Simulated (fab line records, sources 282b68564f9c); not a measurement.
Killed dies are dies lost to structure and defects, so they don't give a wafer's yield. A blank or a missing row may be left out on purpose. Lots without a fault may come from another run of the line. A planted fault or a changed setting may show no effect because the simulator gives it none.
fab line records | flow rit_cmos
record lots=7 wafers=21 last_day=7
route steps=202 shown ACTIVE@1 FOX1@20 FOX2@23 M1@202
lots that met no fault: from a run of the same line without faults
start_h: hours from the record's first day to the start of the lot's first wafer shown | wait_h: hours since the lot's step before | " the same as in the row above | L1.1+2: a row that stands for several wafers | - no value, or no start given | * or withheld: withheld | < > ~ a bound
route shown NAME@n: a module of which the file shows steps, and the number in the route of the first | usual: mean/standard deviation of fault-free wafers | same: alike in all rows | chamber/n: place in a boat | sites: the reading at each site | _std_site: their standard deviation | _edge_site: outer sites' mean less inner sites' | radius_mm: how far each site lies from the wafer's centre | mask NAME#n: copy n | behind: the tool/chamber that last shaped the wafer | hold: why the lot was held/for how many hours/how that ended | device: the transistor (n, p or np) that didn't switch | end of line: the same wafers' tests at the end of the route | a step without rows: its recipe alone | killed: dies lost to structure and defects at the first sort, not the wafer's yield | map: a wafer's dies, x killed, . not, _ none there
set.NAME: the setting as run; set.NAME@STEP: as run at that earlier step | model.NAME: the simulator's own value behind a step, which no gauge read
lots at some steps of the route; a table a step, a row a wafer
services: from which hour (start_h, from the record's first day; less than 0 if before it) a tool's chamber was out of use, for how many hours, and why
## steps
# step RIT_ACTIVE_BOW_MEAS_00
# recipe mode=bow
# usual INCOMING_BOW=0/6.4
# columns lot.wafer tool chamber start_h wait_h INCOMING_BOW[um]
L842.2 film_metro-02 - 25.02 - -2
L842.5 " - " " -9
L842.6 " - " " 2
L851.2 film_metro-02 - 70.02 - -1
L851.3 " - " " -8
L851.6 " - " " -2
L855.2 film_metro-02 - 90.02 - 0
L855.4 " - " " -3
L855.5 " - " " 5
L856.3 film_metro-04 - 95.04 - -2
L856.4 " - " " 3
L856.5 " - " " 0
L857.1 film_metro-03 - 100.00 - -7
L857.4 " - " " -3
L857.6 " - " " -13
L858.1 film_metro-02 - 105.00 - 5
L858.4 " - " " 2
L858.5 " - " " 5
L862.4 film_metro-03 - 125.06 - 11
L862.5 " - " " -16
L862.6 " - " " -1
# step RIT_ACTIVE_OXIDATION_01
# recipe temp_c=1000 ambient=O2 target_thk_a=468 ox_time_s=3360
# usual spike_tc_centre_C=1003.5/1 spike_tc_load_C=1026/3.7 spike_tc_source_C=1026.9/2.3 tube_center_temp_C=999.99/0.091 tube_center_temp_C_max=1002.6/0.44
# columns lot.wafer tool chamber start_h wait_h spike_tc_centre_C spike_tc_load_C spike_tc_source_C tube_center_temp_C tube_center_temp_C_max model.SiO2_of_ACTIVE_OXIDATION_01.thk_nm
L842.2 furnace-03 0 25.12 0.1 1004.3 1023 1027.3 999.95 1002.2 45.8
L842.5 " 0 " " 1003.7 1024 1026.5 999.82 1002.5 45.74
L842.6 " 0 " " 1004.6 1026 1027.4 1000.1 1003.8 45.53
L851.2 furnace-02 0 70.12 0.1 1003.0 1024 1023.4 1000 1002.6 47.25
L851.3 " 0 " " 1003.1 1022 1023.3 999.98 1002.8 47.45
L851.6 " 0 " " 1001.7 1021 1023.8 1000 1003.2 46.77
L855.2 furnace-03 0 91.60 1.6 981.8 1002 1004.6 976.67 979.1 37.53
L855.4 " 0 " " 980.9 1002 1004.2 976.66 979.1 37.13
L855.5 " 0 " " 980.8 1001 1004.2 976.86 978.8 37.45
L856.3 furnace-03 0 95.12 0.1 981.3 999 1005.4 976.67 979.5 37.16
L856.4 " 0 " " 981.3 1001 1004.5 976.82 978.9 37.98
L856.5 " 0 " " 981.0 1000 1002.9 976.92 980.2 37.88
L857.1 furnace-03 0 101.29 1.3 980.1 1000 1002.1 976.74 979.3 37.55
L857.4 " 0 " " 981.6 1000 1005.3 976.89 978.8 37.09
L857.6 " 0 " " 981.5 1001 1003.7 976.97 979.1 37.62
L858.1 furnace-04 0 107.14 2.1 1002.8 1031 1028.3 999.94 1002.5 46.2
L858.4 " 0 " " 1002.2 1031 1029.6 1000 1002.5 45.26
L858.5 " 0 " " 1003.8 1032 1031.4 999.98 1002.4 45.84
L862.4 furnace-04 0 125.12 0.0 1003.0 1031 1030.8 1000.2 1002.6 47.34
L862.5 " 0 " " 1002.4 1032 1029.2 1000.1 1002.5 46.59
L862.6 " 0 " " 1003.5 1031 1029.3 999.94 1002.6 46.94
# step RIT_ACTIVE_THK_MEAS_02
# recipe reads=SiO2_of_ACTIVE_OXIDATION_01
# usual ACTIVE_OXIDE_THK=46.5/0.74
# columns lot.wafer tool chamber start_h wait_h ACTIVE_OXIDE_THK[nm]
L842.2 film_metro-02 - 27.06 0.0 45.8
L842.5 " - " " 45.8
L842.6 " - " " 45.6
L851.2 film_metro-04 - 72.06 0.0 47.3
L851.3 " - " " 47.4
L851.6 " - " " 46.8
L855.2 film_metro-04 - 93.54 0.0 37.5
L855.4 " - " " 37.1
L855.5 " - " " 37.4
L856.3 film_metro-04 - 97.07 0.0 37.1
L856.4 " - " " 38.0
L856.5 " - " " 37.9
L857.1 film_metro-04 - 103.22 0.0 37.6
L857.4 " - " " 37.1
L857.6 " - " " 37.6
L858.1 film_metro-04 - 109.07 0.0 46.2
L858.4 " - " " 45.3
L858.5 " - " " 45.9
L862.4 film_metro-02 - 127.08 0.0 47.4
L862.5 " - " " 46.6
L862.6 " - " " 47.0
# step RIT_ACTIVE_CVD_03
# recipe material=Si3N4 target_thk_nm=150 temp_c=810 precursor=SiH2Cl2/NH3 time_s=1500 pressure_mtorr=300 sih2cl2_flow_sccm=60 nh3_flow_sccm=150
# step RIT_ACTIVE_THK_MEAS_04
# recipe reads=Si3N4_of_ACTIVE_CVD_03
# usual ACTIVE_NITRIDE_THK=149.9/1.5
# columns lot.wafer tool chamber start_h wait_h ACTIVE_NITRIDE_THK[nm]
L842.2 film_metro-03 - 28.86 0.0 150.4
L842.5 " - " " 149.4
L842.6 " - " " 150.5
L851.2 film_metro-02 - 73.54 0.0 147.6
L851.3 " - " " 148.0
L851.6 " - " " 148.1
L855.2 film_metro-03 - 95.02 0.0 151.5
L855.4 " - " " 152.2
L855.5 " - " " 153.5
L856.3 film_metro-04 - 98.55 0.0 149.8
L856.4 " - " " 148.8
L856.5 " - " " 149.5
L857.1 film_metro-04 - 104.70 0.0 148.9
L857.4 " - " " 149.5
L857.6 " - " " 148.7
L858.1 film_metro-03 - 110.55 0.0 148.3
L858.4 " - " " 149.5
L858.5 " - " " 149.8
L862.4 film_metro-03 - 128.56 0.0 150.2
L862.5 " - " " 149.3
L862.6 " - " " 149.2
# step RIT_ACTIVE_HMDS_05
# recipe prime_time_s=60 prime_temp_c=140
# step RIT_ACTIVE_COAT_06
# recipe resist=NOVOLAK spin_rpm=3250 resist_thk_nm=1000
# step RIT_ACTIVE_SOFTBAKE_07
# recipe resist=NOVOLAK temp_c=90 time_s=60
# step RIT_ACTIVE_EXPOSE_08
# recipe mask_id=M1 na=0.6 source_shape=conventional sigma_outer=0.6 target_cd_nm=1400 dose_mj=225
# step RIT_ACTIVE_PEB_09
# recipe resist=NOVOLAK temp_c=withheld time_s=withheld
# step RIT_ACTIVE_DEVELOP_10
# recipe resist=NOVOLAK develop_time_s=48.72 dev_temp_c=23
# step RIT_ACTIVE_CD_MEAS_11
# recipe target_cd_nm=1400
# usual cd_nm=1400.0/2.2
# columns lot.wafer tool chamber start_h wait_h cd_nm
L842.2 cd_sem-01 - 29.91 - 1399.9
L842.5 " - " " 1396.8
L842.6 " - " " 1398.6
L851.2 cd_sem-02 - 74.46 - 1400.6
L851.3 " - " " 1402.7
L851.6 " - " " 1402.4
L855.2 cd_sem-02 - 96.06 - 1401.0
L855.4 " - " " 1400.8
L855.5 " - " " 1402.8
L856.3 cd_sem-01 - 99.48 - 1397.6
L856.4 " - " " 1397.3
L856.5 " - " " 1395.6
L857.1 cd_sem-02 - 105.61 - 1401.0
L857.4 " - " " 1398.6
L857.6 " - " " 1400.9
L858.1 cd_sem-01 - 111.58 - 1398.4
L858.4 " - " " 1399.4
L858.5 " - " " 1397.7
L862.4 cd_sem-01 - 129.64 - 1401.4
L862.5 " - " " 1402.9
L862.6 " - " " 1404.3
# step RIT_ACTIVE_HARDBAKE_12
# recipe resist=NOVOLAK temp_c=140 time_s=60
# step RIT_ACTIVE_ETCH_13
# recipe stop_on=SiO2 chemistry=SF6 target=Si3N4 time_s=210 over_etch_frac=0.4 SF6_flow_sccm=200 pressure_mtorr=260 rf_w=125 target_depth_a=2100
# usual SF6_flow_sccm=200.0/0.63 drypump_motor_current_A=5.7/0.63 oes_product_au=0.826/0.01 throttle_valve_pct=7.44/0.11
# columns lot.wafer tool chamber start_h wait_h SF6_flow_sccm drypump_motor_current_A oes_product_au rf_hours_counter_h throttle_valve_pct
L842.2 rie_diel-01 2 30.16 0.1 200.6 5.0 0.828 40 7.47
L842.5 " 2 " " 200.5 5.0 0.829 - 7.46
L842.6 " 1 " " 199.4 5.8 0.834 - 7.39
L851.2 rie_diel-01 2 74.71 0.1 199.1 5.0 0.829 41 7.49
L851.3 " 1 " " 199.5 5.8 0.834 154 7.35
L851.6 " 0 " " 200.2 4.8 0.824 - 7.32
L855.2 rie_diel-02 0 96.31 0.1 199.6 6.6 0.830 120 7.48
L855.4 " 2 " " 201.5 6.5 0.843 119 7.29
L855.5 " 1 " " 200.7 6.6 0.847 - 7.29
L856.3 rie_diel-01 2 99.71 0.1 200.8 5.0 0.826 41 7.49
L856.4 " 3 " " 200.0 6.2 0.812 39 7.41
L856.5 " 0 " " 200.5 4.8 0.825 - 7.33
L857.1 rie_diel-01 2 105.88 0.1 200.2 5.0 0.839 41 7.49
L857.4 " 3 " " 199.3 6.3 0.813 39 7.41
L857.6 " 0 " " 199.9 4.8 0.819 - 7.32
L858.1 rie_diel-04 1 111.85 0.1 200.5 5.7 0.820 1 7.55
L858.4 " 0 " " 200.1 5.3 0.837 53 7.43
L858.5 " 0 " " 200.1 5.4 0.832 - 7.43
L862.4 rie_diel-01 2 129.92 0.1 200.1 5.0 0.832 - 7.48
L862.5 " 3 " " 200.5 6.2 0.819 - 7.40
L862.6 " 0 " " 200.7 4.8 0.834 - 7.31
# step RIT_ACTIVE_STRIP_14
# recipe chemistry=O2 time_s=180 resist=NOVOLAK platen_temp_c=withheld power_w=500 pressure_mtorr=4000 o2_flow_sccm=4000
# usual drypump_motor_current_A=5.6/0.63
# columns lot.wafer tool chamber start_h wait_h drypump_motor_current_A rf_hours_counter_h
L842.2 plasma_asher-02 0 30.29 0.1 5.7 25
L842.5 " 1 " " 4.7 -
L842.6 " 0 " " 5.7 -
L851.2 plasma_asher-01 1 74.84 0.1 6.0 40
L851.3 " 1 " " 6.0 -
L851.6 " 1 " " 6.0 -
L855.2 plasma_asher-02 0 96.45 0.1 5.7 32
L855.4 " 1 " " 4.7 -
L855.5 " 0 " " 5.7 -
L856.3 plasma_asher-04 1 99.90 0.1 6.2 -
L856.4 " 0 " " 5.0 -
L856.5 " 1 " " 6.3 -
L857.1 plasma_asher-04 0 106.01 0.1 5.0 46
L857.4 " 1 " " 6.2 -
L857.6 " 0 " " 5.0 -
L858.1 plasma_asher-04 0 111.99 0.1 5.0 47
L858.4 " 0 " " 5.0 -
L858.5 " 0 " " 5.0 -
L862.4 plasma_asher-04 1 130.04 0.1 6.2 -
L862.5 " 0 " " 5.0 -
L862.6 " 1 " " 6.2 -
# step RIT_ACTIVE_CD_MEAS_90
# recipe target_cd_nm=1400
# usual cd_nm=1400.0/2.2
# columns lot.wafer tool chamber start_h wait_h cd_nm
L842.2 cd_sem-01 - 30.49 0.1 1399.8
L842.5 " - " " 1397.0
L842.6 " - " " 1398.9
L851.2 cd_sem-01 - 75.04 0.1 1400.4
L851.3 " - " " 1402.5
L851.6 " - " " 1402.3
L855.2 cd_sem-02 - 96.64 0.1 1401.4
L855.4 " - " " 1400.7
L855.5 " - " " 1402.9
L856.3 cd_sem-02 - 100.06 0.1 1397.8
L856.4 " - " " 1397.6
L856.5 " - " " 1396.1
L857.1 cd_sem-02 - 106.19 0.1 1400.9
L857.4 " - " " 1398.5
L857.6 " - " " 1401.2
L858.1 cd_sem-02 - 112.16 0.1 1398.0
L858.4 " - " " 1399.6
L858.5 " - " " 1397.8
L862.4 cd_sem-02 - 130.22 0.1 1402.2
L862.5 " - " " 1402.7
L862.6 " - " " 1404.5
# step RIT_ACTIVE_CLEAN_15
# recipe chemistry=SC1 mix=3:3:50 time_s=600 temp_c=75
# step RIT_ACTIVE_CLEAN_16
# recipe chemistry=dHF dilution=50:1 time_s=30
# step RIT_ACTIVE_CLEAN_17
# recipe chemistry=SC2 mix=3:3:50 time_s=600 temp_c=75 dry=n2_spin
# step RIT_FOX1_OXIDATION_00
# recipe temp_c=1100 ambient=H2O target_thk_a=3507 p_h2o_torr=720 ox_time_s=1130
# step RIT_FOX1_THK_MEAS_01
# recipe reads=SiO2_of_FOX1_OXIDATION_00
# usual FOX1_OXIDE_THK=352/6.6
# columns lot.wafer tool chamber start_h wait_h FOX1_OXIDE_THK[nm]
L842.2 film_metro-04 - 33.06 0.0 352
L842.5 " - " " 336
L842.6 " - " " 348
L851.2 film_metro-04 - 76.83 0.0 357
L851.3 " - " " 351
L851.6 " - " " 349
L855.2 film_metro-01 - 98.43 0.0 348
L855.4 " - " " 346
L855.5 " - " " 347
L856.3 film_metro-01 - 101.95 0.0 358
L856.4 " - " " 357
L856.5 " - " " 359
L857.1 film_metro-04 - 110.99 0.0 352
L857.4 " - " " 352
L857.6 " - " " 352
L858.1 film_metro-02 - 114.00 0.0 351
L858.4 " - " " 346
L858.5 " - " " 348
L862.4 film_metro-02 - 131.99 0.0 348
L862.5 " - " " 347
L862.6 " - " " 346
# step RIT_FOX1_WET_ETCH_02
# recipe chemistry=BOE target_depth_nm=350 time_s=390 temp_c=21.5 dry=n2_spin dilution=10:1 target=SiO2
# step RIT_FOX2_OXIDATION_00
# recipe temp_c=1100 ambient=H2O target_thk_a=3507 p_h2o_torr=720 ox_time_s=1130
# step RIT_FOX2_THK_MEAS_01
# recipe reads=SiO2_of_FOX2_OXIDATION_00
# usual FOX2_OXIDE_THK=352/6.5
# columns lot.wafer tool chamber start_h wait_h FOX2_OXIDE_THK[nm]
L842.2 film_metro-01 - 34.55 0.0 340
L842.5 " - " " 336
L842.6 " - " " 340
L851.2 film_metro-01 - 79.66 0.0 342
L851.3 " - " " 345
L851.6 " - " " 343
L855.2 film_metro-01 - 100.37 0.0 359
L855.4 " - " " 361
L855.5 " - " " 358
L856.3 film_metro-03 - 103.44 0.0 362
L856.4 " - " " 360
L856.5 " - " " 355
L857.1 film_metro-03 - 113.49 0.0 364
L857.4 " - " " 359
L857.6 " - " " 362
L858.1 film_metro-03 - 115.50 0.0 338
L858.4 " - " " 344
L858.5 " - " " 341
L862.4 film_metro-04 - 133.50 0.0 358
L862.5 " - " " 359
L862.6 " - " " 358
# step RIT_FOX2_CLEAN_02
# recipe chemistry=dHF dilution=50:1 time_s=180
# step RIT_FOX2_WET_ETCH_03
# recipe chemistry=H3PO4 target=Si3N4 target_depth_nm=195 temp_c=165 time_s=2624
# columns lot.wafer tool chamber start_h wait_h model.SiO2_of_ACTIVE_OXIDATION_01.thk_nm
L842.2 wet_bench-02 2 34.66 0.0 40.93
L842.5 " 2 " " 40.89
L842.6 " 2 " " 40.69
L851.2 wet_bench-01 2 79.77 0.0 42.04
L851.3 " 2 " " 42.23
L851.6 " 2 " " 41.62
L855.2 wet_bench-01 0 100.48 0.0 33.04
L855.4 " 0 " " 33.05
L855.5 " 0 " " 33.44
L856.3 wet_bench-02 2 103.54 0.0 33.12
L856.4 " 2 " " 33.85
L856.5 " 2 " " 33.76
L857.1 wet_bench-02 0 113.62 0.0 33.55
L857.4 " 0 " " 33.12
L857.6 " 0 " " 33.57
L858.1 wet_bench-02 0 115.62 0.0 41.3
L858.4 " 0 " " 40.48
L858.5 " 0 " " 40.98
L862.4 wet_bench-02 0 133.60 0.0 42.19
L862.5 " 0 " " 41.51
L862.6 " 0 " " 41.79
# step RIT_FOX2_THK_MEAS_90
# recipe reads=SiO2_of_FOX2_OXIDATION_00
# usual FIELD_OXIDE_LEFT_1_THK=325/6.5
# columns lot.wafer tool chamber start_h wait_h FIELD_OXIDE_LEFT_1_THK[nm]
L842.2 film_metro-03 - 35.43 0.0 313
L842.5 " - " " 309
L842.6 " - " " 313
L851.2 film_metro-04 - 80.54 0.0 315
L851.3 " - " " 318
L851.6 " - " " 316
L855.2 film_metro-03 - 101.25 0.0 332
L855.4 " - " " 335
L855.5 " - " " 331
L856.3 film_metro-01 - 104.32 0.0 334
L856.4 " - " " 332
L856.5 " - " " 328
L857.1 film_metro-01 - 114.44 0.0 336
L857.4 " - " " 333
L857.6 " - " " 335
L858.1 film_metro-03 - 116.45 0.0 311
L858.4 " - " " 317
L858.5 " - " " 315
L862.4 film_metro-03 - 134.45 0.1 331
L862.5 " - " " 331
L862.6 " - " " 330
# step RIT_M1_PROBE_99
# usual killed_at_contacts=0.1/0.24 killed_at_front_end=7/3.1 killed_dies=7/3.1 killed_open=3.6/2.1 killed_short=3.2/2
# same gross_dies=264 killed_at_M0_to_M3=0 killed_at_M4_up=0 killed_at_back_side=0 killed_at_other=0
# columns lot.wafer tool chamber start_h wait_h killed_at_contacts killed_at_front_end killed_dies killed_open killed_short model.etest.nldd.width_nm model.etest.pldd.width_nm model.etest.nplus_sal.width_nm model.etest.pplus_sal.width_nm model.etest.nmos_narrow.drive_ua_um model.etest.pmos_narrow.drive_ua_um model.etest.iso_nwell_nwell.lateral_log10_a_um model.etest.cap_n_gate.c_min_ff_um2
L842.2 prober-01 - 72.08 0.1 1 7 8 6 2 3194 3197 3472 3452 222.2 99.74 -7.336 2.379
L842.5 prober-01 - 72.23 0.2 0 10 10 7 3 3207 3226 3477 3477 229.9 102.4 -7.304 2.375
L842.6 prober-01 - 72.28 0.2 0 8 8 2 6 3192 3197 3488 3482 226 100.7 -7.335 2.377
L851.2 prober-02 - 117.96 0.1 0 2 2 2 0 3175 3161 3451 3450 230.4 107.2 -7.353 2.409
L851.3 prober-02 - 118.01 0.2 0 6 6 4 2 3163 3168 3472 3475 229.7 107.4 -7.374 2.399
L851.6 prober-02 - 118.16 0.2 0 8 8 4 4 3191 3198 3455 3462 230 106.8 -7.4 2.396
L855.2 prober-02 - 138.47 0.1 0 5 5 4 1 3283 3270 3502 3501 247.9 110 -7.142 2.366
L855.4 prober-02 - 138.57 0.2 0 5 5 1 4 3278 3274 3508 3503 246.9 111.4 -7.296 2.348
L855.5 prober-02 - 138.62 0.2 0 7 7 3 4 3256 3281 3498 3520 251.7 115.6 -7.356 2.359
L856.3 prober-01 - 144.39 0.2 0 8 8 4 4 3245 3255 3494 3488 245.5 107.7 -7.29 2.329
L856.4 prober-01 - 144.44 0.2 0 9 9 4 5 3246 3259 3467 3473 244.1 106.8 -7.143 2.333
L856.5 prober-01 - 144.49 0.2 0 3 3 2 1 3251 3238 3481 3475 243.8 106.8 -7.378 2.338
L857.1 prober-02 - 153.02 0.1 0 8 8 5 3 3237 3232 3475 3460 227.4 100.7 -7.352 2.307
L857.4 prober-02 - 153.17 0.2 1 3 4 3 1 3255 3251 3490 3483 233.8 102.2 -7.367 2.307
L857.6 prober-02 - 153.27 0.2 1 6 7 4 3 3240 3253 3499 3493 231.7 103.1 -7.412 2.318
L858.1 prober-01 - 155.58 0.1 1 6 7 6 1 3188 3166 3486 3470 218.2 101.4 -7.388 2.393
L858.4 prober-01 - 155.73 0.2 0 6 6 3 3 3209 3212 3480 3471 222.2 103.3 -7.378 2.388
L858.5 prober-01 - 155.78 0.2 0 10 10 4 6 3185 3198 3474 3451 216.6 99.94 -7.328 2.38
L862.4 prober-01 - 173.01 0.2 0 10 10 6 4 3174 3171 3418 3425 226.2 99.33 -7.307 2.389
L862.5 prober-01 - 173.06 0.2 0 10 10 8 2 3197 3176 3442 3442 219 94.72 -7.333 2.346
L862.6 prober-01 - 173.11 0.2 0 5 5 4 1 3180 3185 3456 3445 223.8 97.7 -7.336 2.377
# killed by level:class
L842.2 FOX1:geometric_particle:open=2 GATE:geometric_particle:open=2 REOX:geometric_particle:open=1 REOX:geometric_particle:short=1 SPACER:geometric_particle:open=1 CONTACT:geometric_particle:short=1
L842.5 FOX1:geometric_particle:open=3 GATE:geometric_particle:open=3 FOX1:geometric_particle:short=2 REOX:geometric_particle:short=1 SPACER:geometric_particle:open=1
L842.6 FOX1:geometric_particle:short=2 GATE:geometric_particle:short=2 FOX1:geometric_particle:open=1 SPACER:geometric_particle:short=1 SPACER:geometric_particle:open=1 SILICIDE:geometric_particle:short=1
L851.2 GATE:geometric_particle:open=2
L851.3 GATE:geometric_particle:open=2 SILICIDE:geometric_particle:open=2 FOX1:geometric_particle:short=1 REOX:geometric_particle:short=1
L851.6 GATE:geometric_particle:open=3 SILICIDE:geometric_particle:short=2 FOX1:geometric_particle:open=1 FOX1:geometric_particle:short=1 REOX:geometric_particle:short=1
L855.2 FOX1:geometric_particle:open=1 GATE:geometric_particle:open=1 REOX:geometric_particle:open=1 REOX:geometric_particle:short=1 SILICIDE:geometric_particle:open=1
L855.4 FOX1:geometric_particle:short=1 GATE:geometric_particle:short=1 REOX:geometric_particle:short=1 SILICIDE:geometric_particle:short=1 SILICIDE:geometric_particle:open=1
L855.5 GATE:geometric_particle:short=4 GATE:geometric_particle:open=1 REOX:geometric_particle:open=1 SPACER:geometric_particle:open=1
L856.3 GATE:geometric_particle:short=2 FOX2:geometric_particle:open=1 GATE:geometric_particle:open=1 REOX:geometric_particle:open=1 REOX:geometric_particle:short=1 SPACER:geometric_particle:open=1 SILICIDE:geometric_particle:short=1
L856.4 SPACER:geometric_particle:short=3 SPACER:geometric_particle:open=2 FOX1:geometric_particle:open=1 FOX2:geometric_particle:short=1 FOX2:geometric_particle:open=1 GATE:geometric_particle:short=1
L856.5 FOX1:geometric_particle:short=1 GATE:geometric_particle:open=1 SPACER:geometric_particle:open=1
L857.1 REOX:geometric_particle:open=3 GATE:geometric_particle:short=2 FOX1:geometric_particle:open=1 GATE:geometric_particle:open=1 SILICIDE:geometric_particle:short=1
L857.4 REOX:geometric_particle:open=2 FOX1:geometric_particle:short=1 CONTACT:geometric_particle:open=1
L857.6 FOX1:geometric_particle:short=1 FOX1:geometric_particle:open=1 GATE:geometric_particle:short=1 SPACER:geometric_particle:open=1 REOX:geometric_particle:open=1 SILICIDE:geometric_particle:short=1 CONTACT:geometric_particle:open=1
L858.1 GATE:geometric_particle:open=2 FOX1:geometric_particle:open=1 REOX:geometric_particle:open=1 SPACER:geometric_particle:short=1 SILICIDE:geometric_particle:open=1 CONTACT:geometric_particle:open=1
L858.4 FOX1:geometric_particle:open=1 FOX1:geometric_particle:short=1 FOX2:geometric_particle:open=1 GATE:geometric_particle:short=1 SPACER:geometric_particle:short=1 SPACER:geometric_particle:open=1
L858.5 GATE:geometric_particle:short=2 SILICIDE:geometric_particle:short=2 SILICIDE:geometric_particle:open=2 FOX1:geometric_particle:open=1 REOX:geometric_particle:short=1 SPACER:geometric_particle:open=1 SPACER:geometric_particle:short=1
L862.4 GATE:geometric_particle:short=3 GATE:geometric_particle:open=3 REOX:geometric_particle:open=3 REOX:geometric_particle:short=1
L862.5 GATE:geometric_particle:open=3 SILICIDE:geometric_particle:open=2 FOX1:geometric_particle:open=1 FOX2:geometric_particle:short=1 REOX:geometric_particle:open=1 REOX:geometric_particle:short=1 SPACER:geometric_particle:open=1
L862.6 GATE:geometric_particle:open=2 REOX:geometric_particle:open=1 SPACER:geometric_particle:open=1 SILICIDE:geometric_particle:short=1
## services
# columns tool chamber start_h hours kind
furnace-04 - 13.29 2.7 pm
rie_diel-02 3 24.21 5.2 repair
rie_diel-04 1 28.25 9.1 repair
rie_diel-04 3 29.67 4.2 repair
rie_diel-04 1 37.36 - clean
rie_diel-04 1 37.36 24.8 scheduled_down
rie_diel-04 1 37.36 24.8 vent_cycle
furnace-04 - 43.79 1.3 pm
rie_diel-01 1 50.65 7.4 repair
furnace-04 - 58.94 3.5 pm
furnace-02 - 72.05 19.8 pm
furnace-02 - 91.84 3.5 pm
rie_diel-02 2 98.30 5.0 repair
plasma_asher-01 - 108.75 9.0 pm
plasma_asher-01 0 108.75 9.0 vent_cycle
plasma_asher-01 1 108.75 9.0 vent_cycle
rie_diel-01 0 109.31 18.7 repair
plasma_asher-01 - 115.26 0.9 repair
plasma_asher-01 0 117.75 - clean
plasma_asher-01 1 117.75 - clean
rie_diel-04 3 121.15 6.7 repair
rie_diel-01 1 127.97 - clean
rie_diel-01 1 127.97 17.4 scheduled_down
rie_diel-01 1 127.97 17.4 vent_cycle
## key
first_sign step=RIT_ACTIVE_OXIDATION_01 reading=tube_center_temp_C direction=down sigmas=99+ usual=* struck=*
effect step=RIT_ACTIVE_OXIDATION_01 reading=tube_center_temp_C_max direction=down sigmas=53 usual=* struck=*
effect step=RIT_ACTIVE_THK_MEAS_02 reading=ACTIVE_OXIDE_THK direction=down sigmas=12 usual=46.5 struck=37.5
model_effect step=RIT_ACTIVE_OXIDATION_01 value=SiO2_of_ACTIVE_OXIDATION_01.thk_nm without=46.65 struck=37.49
model_effect step=RIT_FOX2_WET_ETCH_03 value=SiO2_of_ACTIVE_OXIDATION_01.thk_nm without=41.56 struck=33.39
model_effect step=RIT_M1_PROBE_99 value=etest.nldd.width_nm without=3168 struck=3255
met_at RIT_ACTIVE_OXIDATION_01
struck_wafers L855.2,L855.4,L855.5,L856.3,L856.4,L856.5,L857.1,L857.4,L857.6
tester_left_out L855,L856,L857
onset_between 25.12 91.60
fault kind=process_parameter_drift tool=furnace-03 chamber=- onset_h=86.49 steps=RIT_ACTIVE_OXIDATION_01 channel=temp_c offset=* shape=step end_h=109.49 acts_in=* stated=*
# tester_left_out: of these lots the tester's yield and bins aren't shown, on N5 and GAA mostly nor the transistor test; their killed dies are dies lost to structure and defects alone, not to doping, threshold or leakage, so they don't give the yield
